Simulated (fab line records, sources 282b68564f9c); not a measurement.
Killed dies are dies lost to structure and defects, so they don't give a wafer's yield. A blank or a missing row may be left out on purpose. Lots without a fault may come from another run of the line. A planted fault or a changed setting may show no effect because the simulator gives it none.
fab line records | flow rit_cmos
record lots=5 wafers=15 last_day=7
route steps=202 shown ACTIVE@19 FOX1@20 FOX2@23 NWELL@28 PWELL@39 WELLDRIVE@50 M1@202
lots that met no fault: from a run of the same line without faults
start_h: hours from the record's first day to the start of the lot's first wafer shown | wait_h: hours since the lot's step before | " the same as in the row above | L1.1+2: a row that stands for several wafers | - no value, or no start given | * or withheld: withheld | < > ~ a bound
route shown NAME@n: a module of which the file shows steps, and the number in the route of the first | usual: mean/standard deviation of fault-free wafers | same: alike in all rows | chamber/n: place in a boat | sites: the reading at each site | _std_site: their standard deviation | _edge_site: outer sites' mean less inner sites' | radius_mm: how far each site lies from the wafer's centre | mask NAME#n: copy n | behind: the tool/chamber that last shaped the wafer | hold: why the lot was held/for how many hours/how that ended | device: the transistor (n, p or np) that didn't switch | end of line: the same wafers' tests at the end of the route | a step without rows: its recipe alone | killed: dies lost to structure and defects at the first sort, not the wafer's yield | map: a wafer's dies, x killed, . not, _ none there
set.NAME: the setting as run; set.NAME@STEP: as run at that earlier step | model.NAME: the simulator's own value behind a step, which no gauge read
lots at some steps of the route; a table a step, a row a wafer
services: from which hour (start_h, from the record's first day; less than 0 if before it) a tool's chamber was out of use, for how many hours, and why
## steps
# step RIT_ACTIVE_CLEAN_17
# recipe chemistry=SC2 mix=3:3:50 time_s=600 temp_c=75 dry=n2_spin
# step RIT_FOX1_OXIDATION_00
# recipe temp_c=1090 ambient=H2O target_thk_a=3507 p_h2o_torr=720 ox_time_s=1130
# step RIT_FOX1_THK_MEAS_01
# recipe reads=SiO2_of_FOX1_OXIDATION_00
# usual FOX1_OXIDE_THK=330/7
# columns lot.wafer tool chamber start_h wait_h FOX1_OXIDE_THK[nm]
L323.1 film_metro-03 - 28.11 0.0 326
L323.3 " - " " 326
L323.4 " - " " 328
L328.2 film_metro-02 - 55.37 0.0 335
L328.3 " - " " 335
L328.5 " - " " 333
L338.2 film_metro-03 - 103.43 0.0 331
L338.3 " - " " 331
L338.4 " - " " 328
L341.3 film_metro-03 - 120.01 0.0 333
L341.5 " - " " 334
L341.6 " - " " 333
L343.1 film_metro-01 - 128.04 0.0 335
L343.4 " - " " 334
L343.6 " - " " 337
# step RIT_FOX1_WET_ETCH_02
# recipe chemistry=BOE target_depth_nm=350 time_s=390 temp_c=21.5 dry=n2_spin dilution=10:1 target=SiO2
# step RIT_FOX2_OXIDATION_00
# recipe temp_c=1100 ambient=H2O target_thk_a=3507 p_h2o_torr=720 ox_time_s=1130
# step RIT_FOX2_THK_MEAS_01
# recipe reads=SiO2_of_FOX2_OXIDATION_00
# usual FOX2_OXIDE_THK=350/6.4
# columns lot.wafer tool chamber start_h wait_h FOX2_OXIDE_THK[nm]
L323.1 film_metro-01 - 30.64 0.0 357
L323.3 " - " " 352
L323.4 " - " " 358
L328.2 film_metro-03 - 58.76 0.0 358
L328.3 " - " " 352
L328.5 " - " " 347
L338.2 film_metro-03 - 104.92 0.0 342
L338.3 " - " " 350
L338.4 " - " " 347
L341.3 film_metro-04 - 122.40 0.0 357
L341.5 " - " " 351
L341.6 " - " " 354
L343.1 film_metro-03 - 129.54 0.0 353
L343.4 " - " " 344
L343.6 " - " " 352
# step RIT_FOX2_CLEAN_02
# recipe chemistry=dHF dilution=50:1 time_s=180
# step RIT_FOX2_WET_ETCH_03
# recipe chemistry=H3PO4 target=Si3N4 target_depth_nm=195 temp_c=165 time_s=2700
# step RIT_FOX2_THK_MEAS_90
# recipe reads=SiO2_of_FOX2_OXIDATION_00
# usual FIELD_OXIDE_LEFT_1_THK=322/6.5
# columns lot.wafer tool chamber start_h wait_h FIELD_OXIDE_LEFT_1_THK[nm]
L323.1 film_metro-03 - 31.52 0.0 330
L323.3 " - " " 325
L323.4 " - " " 331
L328.2 film_metro-01 - 59.70 0.0 331
L328.3 " - " " 325
L328.5 " - " " 320
L338.2 film_metro-04 - 105.80 0.0 315
L338.3 " - " " 323
L338.4 " - " " 320
L341.3 film_metro-03 - 123.27 0.0 330
L341.5 " - " " 324
L341.6 " - " " 327
L343.1 film_metro-03 - 130.41 0.0 325
L343.4 " - " " 317
L343.6 " - " " 325
# step RIT_NWELL_HMDS_00
# recipe prime_time_s=60 prime_temp_c=140
# step RIT_NWELL_COAT_01
# recipe resist=NOVOLAK spin_rpm=2000 resist_thk_nm=1300
# step RIT_NWELL_SOFTBAKE_02
# recipe resist=NOVOLAK temp_c=90 time_s=60
# step RIT_NWELL_EXPOSE_03
# recipe mask_id=M2 na=0.57 target_cd_nm=43900 dose_mj=250
# usual focus_offset_nm=0.0/0.52
# columns lot.wafer tool chamber start_h wait_h mask focus_offset_nm
L323.1 iline_stepper-01 0 32.15 0.2 M2#0 -0.3
L323.3 " 0 " " M2#0 0.1
L323.4 " 0 " " M2#0 0.0
L328.2 iline_stepper-02 0 60.35 0.2 M3#0 -0.2
L328.3 " 0 " " M3#0 0.2
L328.5 " 0 " " M3#0 -0.1
L338.2 iline_stepper-02 0 106.32 0.1 M2#0 0.0
L338.3 " 0 " " M2#0 0.4
L338.4 " 0 " " M2#0 0.8
L341.3 iline_stepper-02 0 124.05 0.4 M2#0 0.9
L341.5 " 0 " " M2#0 0.2
L341.6 " 0 " " M2#0 -1.2
L343.1 iline_stepper-01 0 131.04 0.1 M2#0 -0.6
L343.4 " 0 " " M2#0 0.7
L343.6 " 0 " " M2#0 0.3
# step RIT_NWELL_PEB_04
# recipe resist=NOVOLAK temp_c=withheld time_s=withheld
# step RIT_NWELL_DEVELOP_05
# recipe resist=NOVOLAK develop_time_s=68 dev_temp_c=23
# step RIT_NWELL_OVL_MEAS_06
# usual NWELL_OVL=1.3/1.5
# columns lot.wafer tool chamber start_h wait_h NWELL_OVL[nm]
L323.1 overlay-01 - 32.78 - 0.9
L323.3 " - " " 2.1
L323.4 " - " " 1.8
L328.2 overlay-01 - 60.77 - -
L328.3 " - " " -
L328.5 " - " " -
L338.2 overlay-02 - 106.73 - 0.7
L338.3 " - " " 1.4
L338.4 " - " " 0.4
L341.3 overlay-01 - 124.45 - -0.6
L341.5 " - " " 0.0
L341.6 " - " " -2.6
L343.1 overlay-02 - 131.47 - -0.2
L343.4 " - " " 3.1
L343.6 " - " " 1.0
# step RIT_NWELL_HARDBAKE_07
# recipe resist=NOVOLAK temp_c=140 time_s=120
# step RIT_NWELL_IMPLANT_08
# recipe species=P energy_kev=170 dose_cm2=5e+13 tilt_deg=7
# step RIT_NWELL_STRIP_09
# recipe chemistry=O2 time_s=180 resist=NOVOLAK platen_temp_c=withheld power_w=500 pressure_mtorr=4000 o2_flow_sccm=4000
# usual drypump_motor_current_A=5.4/0.45 o2_flow_sccm=3999/11
# columns lot.wafer tool chamber start_h wait_h drypump_motor_current_A o2_flow_sccm rf_hours_counter_h
L323.1 plasma_asher-02 1 33.26 0.1 5.1 3986 40
L323.3 " 0 " " 5.4 3993 -
L323.4 " 1 " " 5.1 3999 -
L328.2 plasma_asher-01 1 61.20 0.1 6.4 4005 28
L328.3 " 1 " " 6.4 3990 -
L328.5 " 1 " " 6.4 4016 -
L338.2 plasma_asher-01 1 107.28 0.1 6.4 3989 33
L338.3 " 0 " " 4.9 3982 -
L338.4 " 1 " " 6.4 3991 -
L341.3 plasma_asher-02 0 124.93 0.1 5.4 3995 -
L341.5 " 1 " " 5.1 4003 -
L341.6 " 0 " " 5.4 3996 -
L343.1 plasma_asher-01 1 131.90 0.1 6.4 3993 36
L343.4 " 0 " " 4.9 4011 -
L343.6 " 0 " " 4.9 3991 -
# step RIT_NWELL_TW_MEAS_10
# usual NWELL_TW=2119/20
# columns lot.wafer tool chamber start_h wait_h NWELL_TW
L323.1 film_metro-02 - 33.44 0.1 2127
L323.3 " - " " 2138
L323.4 " - " " 2135
L328.2 film_metro-02 - 61.38 0.1 30
L328.3 " - " " 30
L328.5 " - " " 30
L338.2 film_metro-02 - 107.46 0.1 2150
L338.3 " - " " 2155
L338.4 " - " " 2153
L341.3 film_metro-03 - 125.07 0.1 2105
L341.5 " - " " 2109
L341.6 " - " " 2102
L343.1 film_metro-02 - 132.08 0.1 2148
L343.4 " - " " 2161
L343.6 " - " " 2149
# step RIT_PWELL_HMDS_00
# recipe prime_time_s=60 prime_temp_c=140
# step RIT_PWELL_COAT_01
# recipe resist=NOVOLAK spin_rpm=2000 resist_thk_nm=1286
# step RIT_PWELL_SOFTBAKE_02
# recipe resist=NOVOLAK temp_c=90 time_s=60
# step RIT_PWELL_EXPOSE_03
# recipe mask_id=M3 na=0.57 target_cd_nm=43700 dose_mj=250
# step RIT_PWELL_PEB_04
# recipe resist=NOVOLAK temp_c=withheld time_s=withheld
# step RIT_PWELL_DEVELOP_05
# recipe resist=NOVOLAK develop_time_s=68 dev_temp_c=23
# step RIT_PWELL_OVL_MEAS_06
# usual PWELL_OVL=-0.7/1.6
# columns lot.wafer tool chamber start_h wait_h PWELL_OVL[nm]
L323.1 overlay-01 - 34.38 - -0.8
L323.3 " - " " 0.1
L323.4 " - " " 2.8
L328.2 overlay-01 - 62.44 - -0.3
L328.3 " - " " -2.6
L328.5 " - " " 0.0
L338.2 overlay-01 - 108.52 - 0.5
L338.3 " - " " 0.1
L338.4 " - " " 1.6
L341.3 overlay-01 - 126.13 - 1.7
L341.5 " - " " 1.6
L341.6 " - " " 1.0
L343.1 overlay-02 - 133.02 - -0.8
L343.4 " - " " 0.2
L343.6 " - " " -0.1
# step RIT_PWELL_HARDBAKE_07
# recipe resist=NOVOLAK temp_c=140 time_s=120
# step RIT_PWELL_IMPLANT_08
# recipe species=B energy_kev=170 dose_cm2=7.089e+13 tilt_deg=7
# step RIT_PWELL_STRIP_09
# recipe chemistry=O2 time_s=180 resist=NOVOLAK platen_temp_c=withheld power_w=500 pressure_mtorr=4000 o2_flow_sccm=4000
# usual drypump_motor_current_A=5.7/0.65 o2_flow_sccm=3999/13
# columns lot.wafer tool chamber start_h wait_h drypump_motor_current_A o2_flow_sccm rf_hours_counter_h
L323.1 plasma_asher-01 1 34.82 0.1 6.4 4016 25
L323.3 " 0 " " 4.9 4009 -
L323.4 " 1 " " 6.4 4003 -
L328.2 plasma_asher-01 0 63.07 0.1 4.9 3991 28
L328.3 " 0 " " 4.9 3985 -
L328.5 " 1 " " 6.4 3979 -
L338.2 plasma_asher-04 1 108.95 0.1 6.6 4004 45
L338.3 " 1 " " 6.7 4021 -
L338.4 " 0 " " 5.4 4001 -
L341.3 plasma_asher-01 1 126.61 0.1 6.4 3993 -
L341.5 " 0 " " 4.9 4003 -
L341.6 " 1 " " 6.4 4022 -
L343.1 plasma_asher-03 0 133.45 0.1 5.3 3985 1
L343.4 " 0 " " 5.3 3985 -
L343.6 " 1 " " 5.5 3997 -
# step RIT_PWELL_TW_MEAS_10
# usual PWELL_TW=941/8.5
# columns lot.wafer tool chamber start_h wait_h PWELL_TW
L323.1 film_metro-02 - 34.99 0.1 949
L323.3 " - " " 950
L323.4 " - " " 951
L328.2 film_metro-02 - 63.26 0.1 2178
L328.3 " - " " 2177
L328.5 " - " " 2182
L338.2 film_metro-03 - 109.14 0.1 935
L338.3 " - " " 935
L338.4 " - " " 935
L341.3 film_metro-02 - 126.75 0.1 963
L341.5 " - " " 961
L341.6 " - " " 957
L343.1 film_metro-04 - 133.63 0.1 926
L343.4 " - " " 928
L343.6 " - " " 925
# step RIT_WELLDRIVE_ANNEAL_00
# recipe temp_c=1100 time_s=14700 ambient=N2
# step RIT_M1_PROBE_99
# usual killed_at_M0_to_M3=0.0/0.2 killed_at_contacts=0.1/0.25 killed_at_front_end=6/3.1 killed_dies=6/3.1 killed_on_rim=1.6/1.4 killed_open=2.9/2 killed_short=3.3/2
# same gross_dies=264 killed_at_M4_up=0 killed_at_back_side=0 killed_at_other=0
# columns lot.wafer tool chamber start_h wait_h killed_at_M0_to_M3 killed_at_contacts killed_at_front_end killed_dies killed_on_rim killed_open killed_short
L323.1 prober-02 - 73.22 0.1 0 1 8 9 2 8 1
L323.3 prober-02 - 73.32 0.2 0 0 6 6 2 3 3
L323.4 prober-02 - 73.37 0.2 0 0 6 6 2 4 2
L328.2 prober-01 - 100.63 0.1 0 0 264 264 70 0 1
L328.3 prober-01 - 100.68 0.2 0 0 264 264 70 2 3
L328.5 prober-01 - 100.78 0.2 0 0 264 264 70 1 6
L338.2 prober-01 - 146.38 0.1 0 0 8 8 1 3 5
L338.3 prober-01 - 146.43 0.2 1 0 7 8 3 3 5
L338.4 prober-01 - 146.48 0.2 0 0 6 6 0 2 4
L341.3 prober-02 - 161.87 0.2 0 0 11 11 2 7 4
L341.5 prober-02 - 161.97 0.2 0 0 9 9 1 5 4
L341.6 prober-02 - 162.02 0.2 0 0 9 9 3 3 6
L343.1 prober-02 - 169.22 0.1 0 0 2 2 0 2 0
L343.4 prober-02 - 169.37 0.2 0 0 1 1 0 0 1
L343.6 prober-02 - 169.47 0.2 0 0 3 3 2 2 1
# killed by level:class
L323.1 FOX1:geometric_particle:open=2 SILICIDE:geometric_particle:open=2 FOX2:geometric_particle:open=1 GATE:geometric_particle:open=1 GATE:geometric_particle:short=1 SPACER:geometric_particle:open=1 CONTACT:geometric_particle:open=1
L323.3 GATE:geometric_particle:short=2 FOX2:geometric_particle:open=1 GATE:geometric_particle:open=1 SILICIDE:geometric_particle:short=1 SILICIDE:geometric_particle:open=1
L323.4 FOX2:geometric_particle:open=1 GATE:geometric_particle:open=1 SPACER:geometric_particle:open=1 SPACER:geometric_particle:short=1 SILICIDE:geometric_particle:open=1 SILICIDE:geometric_particle:short=1
L328.2 NWELL:area_expose=263 FOX1:geometric_particle:short=1
L328.3 NWELL:area_expose=259 FOX1:geometric_particle:short=2 FOX1:geometric_particle:open=1 GATE:geometric_particle:short=1 REOX:geometric_particle:open=1
L328.5 NWELL:area_expose=257 GATE:geometric_particle:short=3 SILICIDE:geometric_particle:short=2 FOX2:geometric_particle:short=1 SPACER:geometric_particle:open=1
L338.2 GATE:geometric_particle:open=2 REOX:geometric_particle:short=2 SPACER:geometric_particle:short=2 SILICIDE:geometric_particle:open=1 SILICIDE:geometric_particle:short=1
L338.3 FOX1:geometric_particle:short=2 REOX:geometric_particle:short=2 SILICIDE:geometric_particle:open=2 SPACER:geometric_particle:open=1 M1:geometric_particle:short=1
L338.4 FOX2:geometric_particle:open=1 GATE:geometric_particle:short=1 REOX:geometric_particle:short=1 SPACER:geometric_particle:open=1 SPACER:geometric_particle:short=1 SILICIDE:geometric_particle:short=1
L341.3 FOX1:geometric_particle:open=2 GATE:geometric_particle:open=2 SILICIDE:geometric_particle:open=2 FOX1:geometric_particle:short=1 GATE:geometric_particle:short=1 REOX:geometric_particle:open=1 REOX:geometric_particle:short=1 SILICIDE:geometric_particle:short=1
L341.5 FOX1:geometric_particle:open=2 GATE:geometric_particle:open=2 REOX:geometric_particle:short=2 GATE:geometric_particle:short=1 SPACER:geometric_particle:open=1 SILICIDE:geometric_particle:short=1
L341.6 GATE:geometric_particle:short=3 REOX:geometric_particle:open=2 FOX1:geometric_particle:short=1 GATE:geometric_particle:open=1 SPACER:geometric_particle:short=1 SILICIDE:geometric_particle:short=1
L343.1 GATE:geometric_particle:open=2
L343.4 REOX:geometric_particle:short=1
L343.6 FOX2:geometric_particle:open=2 GATE:geometric_particle:short=1
# map L328.2 (x killed, . not)
________xxxxxxx_______
_____xxxxxxxxxxxxx____
____xxxxxxxxxxxxxxx___
___xxxxxxxxxxxxxxxxx__
__xxxxxxxxxxxxxxxxxxx_
__xxxxxxxxxxxxxxxxxxx_
_xxxxxxxxxxxxxxxxxxxxx
_xxxxxxxxxxxxxxxxxxxxx
_xxxxxxxxxxxxxxxxxxxxx
_xxxxxxxxxxxxxxxxxxxxx
__xxxxxxxxxxxxxxxxxxx_
__xxxxxxxxxxxxxxxxxxx_
___xxxxxxxxxxxxxxxxx__
____xxxxxxxxxxxxxxx___
_____xxxxxxxxxxxxx____
________xxxxxxx_______
# map L341.3 (x killed, . not)
________......._______
_____.............____
____x....x.........___
___.......x........x__
__..................._
__......x............_
_................x....
_..........x...x......
_.....................
_.....................
__..................._
__..................._
___.........x.......__
____...........x...___
_____........x....____
________......._______
## services
# columns tool chamber start_h hours kind
plasma_asher-04 - 21.83 2.8 pm
iline_stepper-02 - 30.82 2.1 pm
iline_stepper-02 - 32.91 - consumable_replace:lamp
plasma_asher-02 - 71.80 14.6 pm
plasma_asher-03 - 88.64 1.2 repair
iline_stepper-01 - 101.83 2.6 repair
iline_stepper-02 - 104.42 1.7 pm
plasma_asher-03 - 108.75 9.0 pm
plasma_asher-03 0 108.75 9.0 vent_cycle
plasma_asher-03 1 108.75 9.0 vent_cycle
plasma_asher-03 0 117.75 - clean
plasma_asher-03 1 117.75 - clean
iline_stepper-01 - 122.23 1.7 pm
## key
first_sign step=RIT_NWELL_EXPOSE_03 reading=mask direction=changed
effect step=RIT_NWELL_OVL_MEAS_06 reading=NWELL_OVL direction=missing
effect step=RIT_NWELL_TW_MEAS_10 reading=NWELL_TW direction=down sigmas=99+ usual=2119 struck=30
effect step=RIT_PWELL_TW_MEAS_10 reading=PWELL_TW direction=up sigmas=99+ usual=941 struck=2179
effect step=RIT_M1_PROBE_99 reading=killed_dies direction=up sigmas=84 usual=6 struck=264
more_kills_born_at RIT_NWELL_EXPOSE_03@iline_stepper-02=779
met_at RIT_NWELL_EXPOSE_03
struck_wafers L328.2,L328.3,L328.5
tester_left_out L328
fault kind=wrong_mask tool=any chamber=- onset_h=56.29 steps=RIT_NWELL_EXPOSE_03 aux_copy=M3#0 scope=struck_lots_only
# tester_left_out: of these lots the tester's yield and bins aren't shown, on N5 and GAA mostly nor the transistor test; their killed dies are dies lost to structure and defects alone, not to doping, threshold or leakage, so they don't give the yield
